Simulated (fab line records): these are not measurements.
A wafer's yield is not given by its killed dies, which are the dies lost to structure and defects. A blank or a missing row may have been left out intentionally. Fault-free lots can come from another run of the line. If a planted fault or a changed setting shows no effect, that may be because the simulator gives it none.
fab line records / flow ritCmos
record lots=16 wafers=48 lastDay=8
route steps=202 shown GATE@89 M1@202
lots that met no fault: from a run of the same line without faults
startH: hours from the record's opening day to when the first of the lot's shown wafers began / waitH: hours elapsed since this lot's preceding step / " repeats the value in the row above / L1.1+2: one row covering several wafers at once / - either no value or no given start / * or withheld: withheld / < > ~ a bound
route shown NAME@n: names a module that has steps shown in the file, with the first one's number in the route / usual: mean/standard deviation taken from wafers without a fault / same: alike in all rows / chamber/n: place in a boat / sites: per-site readings / _std_site: standard deviation of those values / _edge_site: the outer-site mean with the inner-site mean subtracted / radiusMm: for every site, how far away it sits from the centre of the wafer / mask NAME#n: copy n / behind: the tool/chamber that last shaped the wafer / hold: why the lot was held/for how many hours/how that ended / device: names the non-switching transistor (n, p or np) / end of line: the same wafers' tests at the end of the route / where a step has no rows: the recipe by itself / killed: at the first sort, the dies lost to defects and structure; wafer yield is something else / map: the dies of a wafer, with x for killed, . for not killed, _ for no die there
set.NAME: the setting that was run; set.NAME@STEP: the one run at that earlier step / model.NAME: the simulator's own value behind a step, which no gauge read
steps of the route over a sample of lots; a table a step, a row a wafer
services: when a tool's chamber went out of use (startH, in hours from the record's first day, below 0 if earlier), for how many hours, and the reason
## steps
# step RIT_GATE_EXPOSE_13
# recipe maskId=M6 na=0.6 sourceShape=conventional sigmaOuter=0.6 targetCdNm=150 doseMj=388.2
# usual reticleTempC=23.02/0.1
lot.wafer=L246.1 tool=ilineStepper-01 chamber=0 startH=41.56 waitH=0.1 mask=M6#0 reticleTempC=22.95
lot.wafer=L246.5 tool=ilineStepper-01 chamber=0 startH=41.56 waitH=0.1 mask=M6#0 reticleTempC=23.10
lot.wafer=L246.6 tool=ilineStepper-01 chamber=0 startH=41.56 waitH=0.1 mask=M6#0 reticleTempC=23.09
lot.wafer=L247.4 tool=ilineStepper-02 chamber=0 startH=51.66 waitH=0.2 mask=M6#0 reticleTempC=23.02
lot.wafer=L247.5 tool=ilineStepper-02 chamber=0 startH=51.66 waitH=0.2 mask=M6#0 reticleTempC=23.12
lot.wafer=L247.6 tool=ilineStepper-02 chamber=0 startH=51.66 waitH=0.2 mask=M6#0 reticleTempC=22.84
lot.wafer=L248.3 tool=ilineStepper-02 chamber=0 startH=55.42 waitH=0.1 mask=M6#0 reticleTempC=23.02
lot.wafer=L248.4 tool=ilineStepper-02 chamber=0 startH=55.42 waitH=0.1 mask=M6#0 reticleTempC=23.04
lot.wafer=L248.5 tool=ilineStepper-02 chamber=0 startH=55.42 waitH=0.1 mask=M6#0 reticleTempC=23.20
lot.wafer=L249.1 tool=ilineStepper-01 chamber=0 startH=61.26 waitH=0.2 mask=M6#0 reticleTempC=22.85
lot.wafer=L249.2 tool=ilineStepper-01 chamber=0 startH=61.26 waitH=0.2 mask=M6#0 reticleTempC=23.05
lot.wafer=L249.5 tool=ilineStepper-01 chamber=0 startH=61.26 waitH=0.2 mask=M6#0 reticleTempC=22.92
lot.wafer=L250.2 tool=ilineStepper-01 chamber=0 startH=67.34 waitH=0.1 mask=M6#0 reticleTempC=23.23
lot.wafer=L250.4 tool=ilineStepper-01 chamber=0 startH=67.34 waitH=0.1 mask=M6#0 reticleTempC=23.11
lot.wafer=L250.6 tool=ilineStepper-01 chamber=0 startH=67.34 waitH=0.1 mask=M6#0 reticleTempC=23.15
lot.wafer=L251.1 tool=ilineStepper-02 chamber=0 startH=72.69 waitH=0.2 mask=M6#0 reticleTempC=23.01
lot.wafer=L251.3 tool=ilineStepper-02 chamber=0 startH=72.69 waitH=0.2 mask=M6#0 reticleTempC=22.90
lot.wafer=L251.4 tool=ilineStepper-02 chamber=0 startH=72.69 waitH=0.2 mask=M6#0 reticleTempC=23.02
lot.wafer=L252.3 tool=ilineStepper-01 chamber=0 startH=79.16 waitH=0.2 mask=M6#0 reticleTempC=23.02
lot.wafer=L252.4 tool=ilineStepper-01 chamber=0 startH=79.16 waitH=0.2 mask=M6#0 reticleTempC=23.05
lot.wafer=L252.5 tool=ilineStepper-01 chamber=0 startH=79.16 waitH=0.2 mask=M6#0 reticleTempC=23.07
lot.wafer=L254.2 tool=ilineStepper-01 chamber=0 startH=87.08 waitH=0.2 mask=M6#0 reticleTempC=22.84
lot.wafer=L254.3 tool=ilineStepper-01 chamber=0 startH=87.08 waitH=0.2 mask=M6#0 reticleTempC=22.93
lot.wafer=L254.6 tool=ilineStepper-01 chamber=0 startH=87.08 waitH=0.2 mask=M6#0 reticleTempC=22.90
lot.wafer=L255.2 tool=ilineStepper-01 chamber=0 startH=93.27 waitH=0.1 mask=M6#0 reticleTempC=22.89
lot.wafer=L255.4 tool=ilineStepper-01 chamber=0 startH=93.27 waitH=0.1 mask=M6#0 reticleTempC=22.95
lot.wafer=L255.5 tool=ilineStepper-01 chamber=0 startH=93.27 waitH=0.1 mask=M6#0 reticleTempC=22.92
lot.wafer=L256.3 tool=ilineStepper-02 chamber=0 startH=96.80 waitH=0.2 mask=M6#0 reticleTempC=23.05
lot.wafer=L256.4 tool=ilineStepper-02 chamber=0 startH=96.80 waitH=0.2 mask=M6#0 reticleTempC=23.13
lot.wafer=L256.5 tool=ilineStepper-02 chamber=0 startH=96.80 waitH=0.2 mask=M6#0 reticleTempC=22.92
lot.wafer=L257.1 tool=ilineStepper-01 chamber=0 startH=100.75 waitH=0.2 mask=M6#0 reticleTempC=23.08
lot.wafer=L257.2 tool=ilineStepper-01 chamber=0 startH=100.75 waitH=0.2 mask=M6#0 reticleTempC=23.11
lot.wafer=L257.3 tool=ilineStepper-01 chamber=0 startH=100.75 waitH=0.2 mask=M6#0 reticleTempC=23.22
lot.wafer=L259.2 tool=ilineStepper-01 chamber=0 startH=110.19 waitH=0.1 mask=M6#0 reticleTempC=23.10
lot.wafer=L259.3 tool=ilineStepper-01 chamber=0 startH=110.19 waitH=0.1 mask=M6#0 reticleTempC=23.07
lot.wafer=L259.4 tool=ilineStepper-01 chamber=0 startH=110.19 waitH=0.1 mask=M6#0 reticleTempC=23.11
lot.wafer=L261.4 tool=ilineStepper-01 chamber=0 startH=117.98 waitH=0.2 mask=M6#0 reticleTempC=22.99
lot.wafer=L261.5 tool=ilineStepper-01 chamber=0 startH=117.98 waitH=0.2 mask=M6#0 reticleTempC=22.96
lot.wafer=L261.6 tool=ilineStepper-01 chamber=0 startH=117.98 waitH=0.2 mask=M6#0 reticleTempC=23.01
lot.wafer=L262.1 tool=ilineStepper-01 chamber=0 startH=125.54 waitH=0.1 mask=M6#0 reticleTempC=22.70
lot.wafer=L262.2 tool=ilineStepper-01 chamber=0 startH=125.54 waitH=0.1 mask=M6#0 reticleTempC=23.07
lot.wafer=L262.4 tool=ilineStepper-01 chamber=0 startH=125.54 waitH=0.1 mask=M6#0 reticleTempC=23.12
lot.wafer=L263.1 tool=ilineStepper-01 chamber=0 startH=128.57 waitH=0.1 mask=M6#0 reticleTempC=23.13
lot.wafer=L263.2 tool=ilineStepper-01 chamber=0 startH=128.57 waitH=0.1 mask=M6#0 reticleTempC=23.07
lot.wafer=L263.6 tool=ilineStepper-01 chamber=0 startH=128.57 waitH=0.1 mask=M6#0 reticleTempC=23.18
lot.wafer=L268.1 tool=ilineStepper-02 chamber=0 startH=156.10 waitH=0.2 mask=M6#0 reticleTempC=22.77
lot.wafer=L268.2 tool=ilineStepper-02 chamber=0 startH=156.10 waitH=0.2 mask=M6#0 reticleTempC=22.84
lot.wafer=L268.4 tool=ilineStepper-02 chamber=0 startH=156.10 waitH=0.2 mask=M6#0 reticleTempC=22.97
# step RIT_GATE_OVL_MEAS_17
# usual GATE_OVL=-0.9/1.2
lot.wafer=L246.1 tool=overlay-01 chamber=- startH=42.30 waitH=0.1 GATE_OVL[nm]=0.2
lot.wafer=L246.5 tool=overlay-01 chamber=- startH=42.30 waitH=0.1 GATE_OVL[nm]=0.7
lot.wafer=L246.6 tool=overlay-01 chamber=- startH=42.30 waitH=0.1 GATE_OVL[nm]=0.8
lot.wafer=L247.4 tool=overlay-01 chamber=- startH=52.14 waitH=0.1 GATE_OVL[nm]=-3.3
lot.wafer=L247.5 tool=overlay-01 chamber=- startH=52.14 waitH=0.1 GATE_OVL[nm]=-2.3
lot.wafer=L247.6 tool=overlay-01 chamber=- startH=52.14 waitH=0.1 GATE_OVL[nm]=0.8
lot.wafer=L248.3 tool=overlay-01 chamber=- startH=55.91 waitH=0.1 GATE_OVL[nm]=-0.9
lot.wafer=L248.4 tool=overlay-01 chamber=- startH=55.91 waitH=0.1 GATE_OVL[nm]=0.6
lot.wafer=L248.5 tool=overlay-01 chamber=- startH=55.91 waitH=0.1 GATE_OVL[nm]=1.2
lot.wafer=L249.1 tool=overlay-01 chamber=- startH=61.90 waitH=0.1 GATE_OVL[nm]=-0.4
lot.wafer=L249.2 tool=overlay-01 chamber=- startH=61.90 waitH=0.1 GATE_OVL[nm]=-0.8
lot.wafer=L249.5 tool=overlay-01 chamber=- startH=61.90 waitH=0.1 GATE_OVL[nm]=-1.3
lot.wafer=L250.2 tool=overlay-01 chamber=- startH=67.96 waitH=0.1 GATE_OVL[nm]=-0.6
lot.wafer=L250.4 tool=overlay-01 chamber=- startH=67.96 waitH=0.1 GATE_OVL[nm]=-1.7
lot.wafer=L250.6 tool=overlay-01 chamber=- startH=67.96 waitH=0.1 GATE_OVL[nm]=-2.1
lot.wafer=L251.1 tool=overlay-01 chamber=- startH=73.22 waitH=0.1 GATE_OVL[nm]=0.7
lot.wafer=L251.3 tool=overlay-01 chamber=- startH=73.22 waitH=0.1 GATE_OVL[nm]=1.7
lot.wafer=L251.4 tool=overlay-01 chamber=- startH=73.22 waitH=0.1 GATE_OVL[nm]=0.2
lot.wafer=L252.3 tool=overlay-01 chamber=- startH=79.65 waitH=0.1 GATE_OVL[nm]=-0.8
lot.wafer=L252.4 tool=overlay-01 chamber=- startH=79.65 waitH=0.1 GATE_OVL[nm]=0.8
lot.wafer=L252.5 tool=overlay-01 chamber=- startH=79.65 waitH=0.1 GATE_OVL[nm]=-0.5
lot.wafer=L254.2 tool=overlay-01 chamber=- startH=87.62 waitH=0.1 GATE_OVL[nm]=-2.3
lot.wafer=L254.3 tool=overlay-01 chamber=- startH=87.62 waitH=0.1 GATE_OVL[nm]=-2.1
lot.wafer=L254.6 tool=overlay-01 chamber=- startH=87.62 waitH=0.1 GATE_OVL[nm]=-1.4
lot.wafer=L255.2 tool=overlay-01 chamber=- startH=93.82 waitH=0.1 GATE_OVL[nm]=0.8
lot.wafer=L255.4 tool=overlay-01 chamber=- startH=93.82 waitH=0.1 GATE_OVL[nm]=-1.5
lot.wafer=L255.5 tool=overlay-01 chamber=- startH=93.82 waitH=0.1 GATE_OVL[nm]=1.6
lot.wafer=L256.3 tool=overlay-02 chamber=- startH=97.29 waitH=0.1 GATE_OVL[nm]=-1.6
lot.wafer=L256.4 tool=overlay-02 chamber=- startH=97.29 waitH=0.1 GATE_OVL[nm]=-0.8
lot.wafer=L256.5 tool=overlay-02 chamber=- startH=97.29 waitH=0.1 GATE_OVL[nm]=0.9
lot.wafer=L257.1 tool=overlay-01 chamber=- startH=101.27 waitH=0.1 GATE_OVL[nm]=0.6
lot.wafer=L257.2 tool=overlay-01 chamber=- startH=101.27 waitH=0.1 GATE_OVL[nm]=-0.7
lot.wafer=L257.3 tool=overlay-01 chamber=- startH=101.27 waitH=0.1 GATE_OVL[nm]=-1.6
lot.wafer=L259.2 tool=overlay-01 chamber=- startH=110.70 waitH=0.1 GATE_OVL[nm]=129.6
lot.wafer=L259.3 tool=overlay-01 chamber=- startH=110.70 waitH=0.1 GATE_OVL[nm]=129.5
lot.wafer=L259.4 tool=overlay-01 chamber=- startH=110.70 waitH=0.1 GATE_OVL[nm]=127.3
lot.wafer=L261.4 tool=overlay-02 chamber=- startH=118.46 waitH=0.1 GATE_OVL[nm]=128.6
lot.wafer=L261.5 tool=overlay-02 chamber=- startH=118.46 waitH=0.1 GATE_OVL[nm]=129.1
lot.wafer=L261.6 tool=overlay-02 chamber=- startH=118.46 waitH=0.1 GATE_OVL[nm]=128.4
lot.wafer=L262.1 tool=overlay-02 chamber=- startH=126.06 waitH=0.1 GATE_OVL[nm]=128.3
lot.wafer=L262.2 tool=overlay-02 chamber=- startH=126.06 waitH=0.1 GATE_OVL[nm]=130.1
lot.wafer=L262.4 tool=overlay-02 chamber=- startH=126.06 waitH=0.1 GATE_OVL[nm]=129.0
lot.wafer=L263.1 tool=overlay-02 chamber=- startH=129.09 waitH=0.1 GATE_OVL[nm]=129.4
lot.wafer=L263.2 tool=overlay-02 chamber=- startH=129.09 waitH=0.1 GATE_OVL[nm]=127.6
lot.wafer=L263.6 tool=overlay-02 chamber=- startH=129.09 waitH=0.1 GATE_OVL[nm]=128.2
lot.wafer=L268.1 tool=overlay-02 chamber=- startH=156.62 waitH=0.1 GATE_OVL[nm]=-0.3
lot.wafer=L268.2 tool=overlay-02 chamber=- startH=156.62 waitH=0.1 GATE_OVL[nm]=-0.6
lot.wafer=L268.4 tool=overlay-02 chamber=- startH=156.62 waitH=0.1 GATE_OVL[nm]=-0.9
# step RIT_M1_PROBE_99
# usual killed_at_M0_to_M3=0.0/0.12 killedAtContacts=0.0/0.16 killedAtFrontEnd=7.5/2.8 killedDies=7.6/2.9 killedOpen=3.7/2 killedShort=3.8/2
# same grossDies=264 killed_at_M4_up=0 killedAtBackSide=0 killedAtOther=0
lot.wafer=L254.2 tool=prober-01 chamber=- startH=109.34 waitH=0.1 killed_at_M0_to_M3=0 killedAtContacts=0 killedAtFrontEnd=6 killedDies=6 killedOpen=3 killedShort=3
lot.wafer=L254.3 tool=prober-01 chamber=- startH=109.39 waitH=0.2 killed_at_M0_to_M3=0 killedAtContacts=0 killedAtFrontEnd=8 killedDies=8 killedOpen=3 killedShort=5
lot.wafer=L254.6 tool=prober-01 chamber=- startH=109.54 waitH=0.2 killed_at_M0_to_M3=0 killedAtContacts=0 killedAtFrontEnd=3 killedDies=3 killedOpen=2 killedShort=1
lot.wafer=L256.3 tool=prober-01 chamber=- startH=119.39 waitH=0.2 killed_at_M0_to_M3=0 killedAtContacts=0 killedAtFrontEnd=9 killedDies=9 killedOpen=5 killedShort=4
lot.wafer=L256.4 tool=prober-01 chamber=- startH=119.44 waitH=0.2 killed_at_M0_to_M3=0 killedAtContacts=0 killedAtFrontEnd=4 killedDies=4 killedOpen=3 killedShort=1
lot.wafer=L256.5 tool=prober-01 chamber=- startH=119.49 waitH=0.2 killed_at_M0_to_M3=0 killedAtContacts=0 killedAtFrontEnd=5 killedDies=5 killedOpen=4 killedShort=1
# killed by level:class
L254.2 FOX1:geometricParticle:open=1 FOX2:geometricParticle:open=1 FOX2:geometricParticle:short=1 GATE:geometricParticle:open=1 GATE:geometricParticle:short=1 REOX:geometricParticle:short=1
L254.3 FOX1:geometricParticle:short=2 GATE:geometricParticle:short=2 GATE:geometricParticle:open=2 REOX:geometricParticle:short=1 SPACER:geometricParticle:open=1
L254.6 FOX1:geometricParticle:open=1 FOX2:geometricParticle:short=1 GATE:geometricParticle:open=1
L256.3 GATE:geometricParticle:short=2 REOX:geometricParticle:short=2 REOX:geometricParticle:open=2 SPACER:geometricParticle:open=2 FOX2:geometricParticle:open=1
L256.4 GATE:geometricParticle:open=1 SPACER:geometricParticle:open=1 SILICIDE:geometricParticle:open=1 SILICIDE:geometricParticle:short=1
L256.5 GATE:geometricParticle:open=2 FOX1:geometricParticle:open=1 GATE:geometricParticle:short=1 SILICIDE:geometricParticle:open=1
## services
tool=ilineStepper-02 chamber=- startH=49.40 hours=1.7 kind=pm
tool=ilineStepper-01 chamber=- startH=53.14 hours=1.7 kind=pm
tool=ilineStepper-02 chamber=- startH=114.79 hours=28.9 kind=pm
## key
firstSign step=RIT_GATE_OVL_MEAS_17 reading=GATE_OVL direction=up sigmas=99+ usual=-0.9 struck=128.8
effect none on later readings
metAt RIT_GATE_EXPOSE_13
struckLots L259,L261,L262,L263
testerLeftOut L259,L261,L262,L263
onsetBetween 100.75 110.19
fault kind=scannerMatchingOverlay tool=ilineStepper-01 chamber=- onsetH=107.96 steps=RIT_GATE_EXPOSE_13 offset=130
# testerLeftOut: of these lots the tester's yield and bins aren't shown, on N5 and GAA mostly nor the transistor test; their killed dies are dies lost to structure and defects alone, not to doping, threshold or leakage, so they don't give the yield
